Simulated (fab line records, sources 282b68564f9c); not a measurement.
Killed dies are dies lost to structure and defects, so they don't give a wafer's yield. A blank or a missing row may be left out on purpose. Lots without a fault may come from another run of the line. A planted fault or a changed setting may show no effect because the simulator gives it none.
A struck lot beside a sound one | flow rit_cmos | 18 steps out of a route of 202
Sound: wafers L351.1, L351.4, L351.5. Struck: wafers L361.1, L361.2, L361.4. The cause comes at the end.
At each step with rows: each side's tool, then ch and its chambers, then its first start. Under that, the readings that differ: sound wafers | struck wafers | difference of the means | sigmas: that difference in standard deviations of wafers without a fault.
alike: readings whose means differ by less than 2 such deviations, and words and numbers that are the same on both sides. not compared: withheld readings, readings that some wafer has no value for, bounds like >300 that may hide the same value, and numbers for which the record gives no deviation and whose values overlap.
The two part at a step that has a row with sigmas, a row that says differs or no value, or rows on one side only. Numbers that don't overlap but have no deviation are shown without sigmas and don't part them. A reading that every wafer of one side lacks parts them only if that side has two wafers or more.

first, 4 steps without rows for these wafers: RIT_PSD_SOFTBAKE_02 (time 60 s); RIT_PSD_EXPOSE_03 (exposes mask M10, target cd 40900 nm); RIT_PSD_PEB_04; RIT_PSD_DEVELOP_05 (develop time 50 s).
RIT_PSD_OVL_MEAS_06:
  sound on overlay-02, day 3 21:40; struck on overlay-02, day 6 01:10
  reading      | sound        | struck         | difference | sigmas
  PSD_OVL (nm) | 0.2 0.8 -0.9 | -4.9 -2.3 -1.5 | -2.9       | -2
then, 2 steps without rows for these wafers: RIT_PSD_HARDBAKE_07 (time 60 s); RIT_PSD_IMPLANT_08.
RIT_PSD_STRIP_09: strips in O2, time 180 s.
  sound on plasma_asher-04 ch 0,1, day 3 22:00; struck on plasma_asher-01 ch 0,1, day 6 01:30
  alike: drypump_motor_current_A
  not compared: rf_hours_counter_h
RIT_PSD_TW_MEAS_10:
  sound on film_metro-03, day 3 22:11; struck on film_metro-04, day 6 01:41
  alike: PSD_TW
then, 3 steps without rows for these wafers: RIT_SDANNEAL_CLEAN_00 (cleans in SC1, time 600 s); RIT_SDANNEAL_CLEAN_01 (cleans in dHF, time 30 s); RIT_SDANNEAL_CLEAN_02 (cleans in SC2, time 600 s).
RIT_SDANNEAL_RTA_03: time 5 s.
  sound on rtp_anneal-02 ch 0, day 3 22:36; struck on rtp_anneal-02 ch 0, day 6 02:07
  reading          | sound                | struck               | difference | sigmas
  wafer_temp_C_max | 1052.7 1054.9 1053.0 | 1086.7 1086.1 1087.7 | +33.3      | +30
RIT_SDANNEAL_RS_MEAS_04: measures by four-point-probe.
  sound on film_metro-03, day 3 22:40; struck on film_metro-04, day 6 02:11
  reading         | sound             | struck         | difference | sigmas
  PSD_RS (ohm/sq) | 115.0 115.3 115.0 | 93.2 93.1 93.2 | -21.9      | -71
RIT_SDANNEAL_RS_MEAS_05: measures by four-point-probe.
  sound on film_metro-03, day 3 22:47; struck on film_metro-04, day 6 02:18
  reading         | sound             | struck            | difference | sigmas
  NSD_RS (ohm/sq) | 84.51 84.47 84.20 | 83.38 83.00 83.19 | -1.20      | -4
RIT_SDANNEAL_RS_MEAS_06: measures by four-point-probe.
  sound on film_metro-03, day 3 22:54; struck on film_metro-04, day 6 02:25
  reading          | sound             | struck            | difference | sigmas
  PLDD_RS (ohm/sq) | 179.3 179.9 179.7 | 159.5 159.6 159.8 | -20.0      | -40
RIT_SDANNEAL_RS_MEAS_07: measures by four-point-probe.
  sound on film_metro-03, day 3 23:01; struck on film_metro-04, day 6 02:32
  alike: NLDD_RS
RIT_M1_PROBE_99:
  sound on prober-02, day 4 06:28; struck on prober-01, day 6 10:22
  alike: killed_at_front_end, killed_dies, killed_on_rim, killed_open, killed_short

WHERE THEY PART
First at RIT_PSD_OVL_MEAS_06; last, within this record, at RIT_SDANNEAL_RS_MEAS_06. Later steps at which nothing parts them and some readings are alike: RIT_SDANNEAL_RS_MEAS_07, RIT_M1_PROBE_99.

WHY: what the simulator had put in
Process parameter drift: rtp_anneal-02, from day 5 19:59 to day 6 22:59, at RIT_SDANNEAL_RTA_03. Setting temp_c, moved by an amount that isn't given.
